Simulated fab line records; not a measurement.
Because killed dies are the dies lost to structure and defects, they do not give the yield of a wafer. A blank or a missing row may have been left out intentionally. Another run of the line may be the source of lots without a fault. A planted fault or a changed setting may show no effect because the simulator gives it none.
Which tool did it? / flow berkeley cmos170 / 13 lots with 38 wafers sampled at 3 steps, on a route of 331 steps

WHAT EACH GAUGE READ, for each wafer
UCB170_V1_CD_MEAS_90 targets a cd of 700 nm.
lot=L621; measured=day 9 01:03; on=cd sem-01; cd nm (nm)=702.9 701.6 700.0
lot=L620; measured=day 9 01:23; on=cd sem-02; cd nm (nm)=701.2 698.8 700.3
lot=L622; measured=day 9 06:47; on=cd sem-01; cd nm (nm)=699.9 697.8 700.7
lot=L623; measured=day 9 13:05; on=cd sem-02; cd nm (nm)=700.0 699.8 698.6
lot=L625; measured=day 9 14:31; on=cd sem-01; cd nm (nm)=696.4 695.7 696.4
lot=L624; measured=day 9 16:04; on=cd sem-01; cd nm (nm)=698.7 698.5 698.8
lot=L626; measured=day 9 16:12; on=cd sem-01; cd nm (nm)=700.2 697.9 697.6
lot=L627; measured=day 10 02:26; on=cd sem-01; cd nm (nm)=700.6 699.6 701.4
lot=L633; measured=day 11 03:17; on=cd sem-02; cd nm (nm)=697.7 710.0 697.5 710.3
lot=L632; measured=day 11 04:06; on=cd sem-01; cd nm (nm)=697.8 698.5 697.6
lot=L639; measured=day 12 09:58; on=cd sem-02; cd nm (nm)=701.2 698.6 698.9
lot=L643; measured=day 13 14:47; on=cd sem-01; cd nm (nm)=699.0 697.9 699.5
lot=L642; measured=day 13 17:28; on=cd sem-01; cd nm (nm)=696.8 696.8 696.6

WHAT TOOL EACH LOT RAN ON (gives the tool, then ch and the chambers of the sampled wafers, and finally the start)
lot=L621; UCB170_V1_ETCH_14=rie diel-01 ch 1,2, day 9 00:46; UCB170_V1_STRIP_15=plasma asher-02 ch 0,1, day 9 00:57
lot=L620; UCB170_V1_ETCH_14=rie diel-04 ch 0,2, day 9 01:06; UCB170_V1_STRIP_15=plasma asher-03 ch 0,1, day 9 01:17
lot=L622; UCB170_V1_ETCH_14=rie diel-02 ch 0,1, day 9 06:31; UCB170_V1_STRIP_15=plasma asher-03 ch 1, day 9 06:41
lot=L623; UCB170_V1_ETCH_14=rie diel-02 ch 0,3, day 9 12:45; UCB170_V1_STRIP_15=plasma asher-03 ch 0,1, day 9 12:58
lot=L625; UCB170_V1_ETCH_14=rie diel-04 ch 1,2,3, day 9 14:15; UCB170_V1_STRIP_15=plasma asher-04 ch 0,1, day 9 14:25
lot=L624; UCB170_V1_ETCH_14=rie diel-04 ch 1,2, day 9 15:47; UCB170_V1_STRIP_15=plasma asher-02 ch 0, day 9 15:58
lot=L626; UCB170_V1_ETCH_14=rie diel-02 ch 0,1, day 9 15:50; UCB170_V1_STRIP_15=plasma asher-04 ch 0,1, day 9 16:01
lot=L627; UCB170_V1_ETCH_14=rie diel-01 ch 0,1,3, day 10 02:08; UCB170_V1_STRIP_15=plasma asher-04 ch 0,1, day 10 02:19
lot=L633; UCB170_V1_ETCH_14=rie diel-01 ch 0,3, day 11 02:59; UCB170_V1_STRIP_15=plasma asher-02 ch 0,1, day 11 03:11
lot=L632; UCB170_V1_ETCH_14=rie diel-04 ch 1,2, day 11 03:49; UCB170_V1_STRIP_15=plasma asher-03 ch 0,1, day 11 04:00
lot=L639; UCB170_V1_ETCH_14=rie diel-02 ch 0,2,3, day 12 09:41; UCB170_V1_STRIP_15=plasma asher-02 ch 0,1, day 12 09:52
lot=L643; UCB170_V1_ETCH_14=rie diel-04 ch 0,1,3, day 13 14:28; UCB170_V1_STRIP_15=plasma asher-04 ch 0,1, day 13 14:41
lot=L642; UCB170_V1_ETCH_14=rie diel-01 ch 0,2, day 13 17:07; UCB170_V1_STRIP_15=plasma asher-04 ch 0,1, day 13 17:22
- UCB170_V1_ETCH_14: etches SiO2 in CHF3/CF4/Ar, stops on Al, target depth 1250 nm, time 291 s.
- UCB170_V1_STRIP_15: strips in O2.

AS READ BY THE TOOLS THEMSELVES (means over the sampled wafers that have a number; for cases with no such wafer, the mark the record gives instead)
UCB170_V1_ETCH_14.
lot=L621; tool=rie diel-01; chamber pressure mTorr (mTorr)=200.04; drypump motor current A (A)=5.7; oes product au (a.u.)=0.873; rf fwd power W (W)=697.2; throttle valve pct (%)=7.21
lot=L620; tool=rie diel-04; chamber pressure mTorr (mTorr)=200.19; drypump motor current A (A)=5.7; oes product au (a.u.)=0.861; rf fwd power W (W)=699.2; throttle valve pct (%)=7.05
lot=L622; tool=rie diel-02; chamber pressure mTorr (mTorr)=199.87; drypump motor current A (A)=5.8; oes product au (a.u.)=0.873; rf fwd power W (W)=698.1; throttle valve pct (%)=6.89
lot=L623; tool=rie diel-02; chamber pressure mTorr (mTorr)=200.16; drypump motor current A (A)=5.3; oes product au (a.u.)=0.883; rf fwd power W (W)=697.9; throttle valve pct (%)=6.90
lot=L625; tool=rie diel-04; chamber pressure mTorr (mTorr)=199.95; drypump motor current A (A)=5.8; oes product au (a.u.)=0.857; rf fwd power W (W)=696.4; throttle valve pct (%)=7.07
lot=L624; tool=rie diel-04; chamber pressure mTorr (mTorr)=199.71; drypump motor current A (A)=5.9; oes product au (a.u.)=0.861; rf fwd power W (W)=697.2; throttle valve pct (%)=7.04
lot=L626; tool=rie diel-02; chamber pressure mTorr (mTorr)=199.80; drypump motor current A (A)=6.0; oes product au (a.u.)=0.861; rf fwd power W (W)=698.7; throttle valve pct (%)=6.95
lot=L627; tool=rie diel-01; chamber pressure mTorr (mTorr)=200.03; drypump motor current A (A)=5.4; oes product au (a.u.)=0.889; rf fwd power W (W)=697.3; throttle valve pct (%)=6.98
lot=L633; tool=rie diel-01; chamber pressure mTorr (mTorr)=199.92; drypump motor current A (A)=5.5; oes product au (a.u.)=0.883; rf fwd power W (W)=941.8; throttle valve pct (%)=6.87
lot=L632; tool=rie diel-04; chamber pressure mTorr (mTorr)=200.00; drypump motor current A (A)=5.9; oes product au (a.u.)=0.862; rf fwd power W (W)=699.7; throttle valve pct (%)=7.03
lot=L639; tool=rie diel-02; chamber pressure mTorr (mTorr)=200.02; drypump motor current A (A)=5.5; oes product au (a.u.)=0.885; rf fwd power W (W)=697.8; throttle valve pct (%)=6.94
lot=L643; tool=rie diel-04; chamber pressure mTorr (mTorr)=200.01; drypump motor current A (A)=5.6; oes product au (a.u.)=0.862; rf fwd power W (W)=698.2; throttle valve pct (%)=7.05
lot=L642; tool=rie diel-01; chamber pressure mTorr (mTorr)=200.07; drypump motor current A (A)=5.8; oes product au (a.u.)=0.870; rf fwd power W (W)=698.9; throttle valve pct (%)=7.16

UCB170_V1_STRIP_15.
lot=L621; tool=plasma asher-02; chamber pressure mTorr (mTorr)=3498; drypump motor current A (A)=5.9; oes product au (a.u.)=0.723; strip time to endpoint s (s)=15.16
lot=L620; tool=plasma asher-03; chamber pressure mTorr (mTorr)=3501; drypump motor current A (A)=5.3; oes product au (a.u.)=0.724; strip time to endpoint s (s)=15.34
lot=L622; tool=plasma asher-03; chamber pressure mTorr (mTorr)=3500; drypump motor current A (A)=5.5; oes product au (a.u.)=0.722; strip time to endpoint s (s)=15.33
lot=L623; tool=plasma asher-03; chamber pressure mTorr (mTorr)=3499; drypump motor current A (A)=5.4; oes product au (a.u.)=0.723; strip time to endpoint s (s)=15.32
lot=L625; tool=plasma asher-04; chamber pressure mTorr (mTorr)=3500; drypump motor current A (A)=5.8; oes product au (a.u.)=0.719; strip time to endpoint s (s)=15.44
lot=L624; tool=plasma asher-02; chamber pressure mTorr (mTorr)=3500; drypump motor current A (A)=6.1; oes product au (a.u.)=0.722; strip time to endpoint s (s)=15.35
lot=L626; tool=plasma asher-04; chamber pressure mTorr (mTorr)=3498; drypump motor current A (A)=5.8; oes product au (a.u.)=0.722; strip time to endpoint s (s)=15.29
lot=L627; tool=plasma asher-04; chamber pressure mTorr (mTorr)=3499; drypump motor current A (A)=5.9; oes product au (a.u.)=0.719; strip time to endpoint s (s)=15.25
lot=L633; tool=plasma asher-02; chamber pressure mTorr (mTorr)=3498; drypump motor current A (A)=5.8; oes product au (a.u.)=0.720; strip time to endpoint s (s)=14.30
lot=L632; tool=plasma asher-03; chamber pressure mTorr (mTorr)=3500; drypump motor current A (A)=5.4; oes product au (a.u.)=0.724; strip time to endpoint s (s)=15.38
lot=L639; tool=plasma asher-02; chamber pressure mTorr (mTorr)=3503; drypump motor current A (A)=5.9; oes product au (a.u.)=0.719; strip time to endpoint s (s)=15.36
lot=L643; tool=plasma asher-04; chamber pressure mTorr (mTorr)=3497; drypump motor current A (A)=5.8; oes product au (a.u.)=0.722; strip time to endpoint s (s)=15.35
lot=L642; tool=plasma asher-04; chamber pressure mTorr (mTorr)=3501; drypump motor current A (A)=5.8; oes product au (a.u.)=0.721; strip time to endpoint s (s)=15.43

THE ANSWER, worked out from the rows above alone
Rule: the lots themselves supply what counts as usual. Put in order of their means at a reading, lots are off if they are a third of the lots or fewer, leave a main group of 4 or more, and stand apart from it by a gap of 3 or more times the standard deviation of the main group's means; of several such gaps the widest counts. Not used: any main group whose means are identical at the precision the tables above print for the reading. Also off: a lot with no number at a reading for which 4 or more lots have one. Where the step has rows for the other lots, those lots are counted as sound. After the gauges, taken in route order, come the tools' own readings; for these a lot's mean is taken, as printed above. The first step at which some lot is off is used, and at that step the reading that is off furthest; a lot without a number counts as furthest.
Off at UCB170_V1_ETCH_14 (rf fwd power W): L633. For the main group the mean is 698.0 W and the standard deviation 0.91.
If a tool, at that step or one of the process steps before it, ran each lot that is off and ran no sound lot following the first of them, it fits. Of those tried, none fits.

WHAT THE SIMULATOR PUT IN
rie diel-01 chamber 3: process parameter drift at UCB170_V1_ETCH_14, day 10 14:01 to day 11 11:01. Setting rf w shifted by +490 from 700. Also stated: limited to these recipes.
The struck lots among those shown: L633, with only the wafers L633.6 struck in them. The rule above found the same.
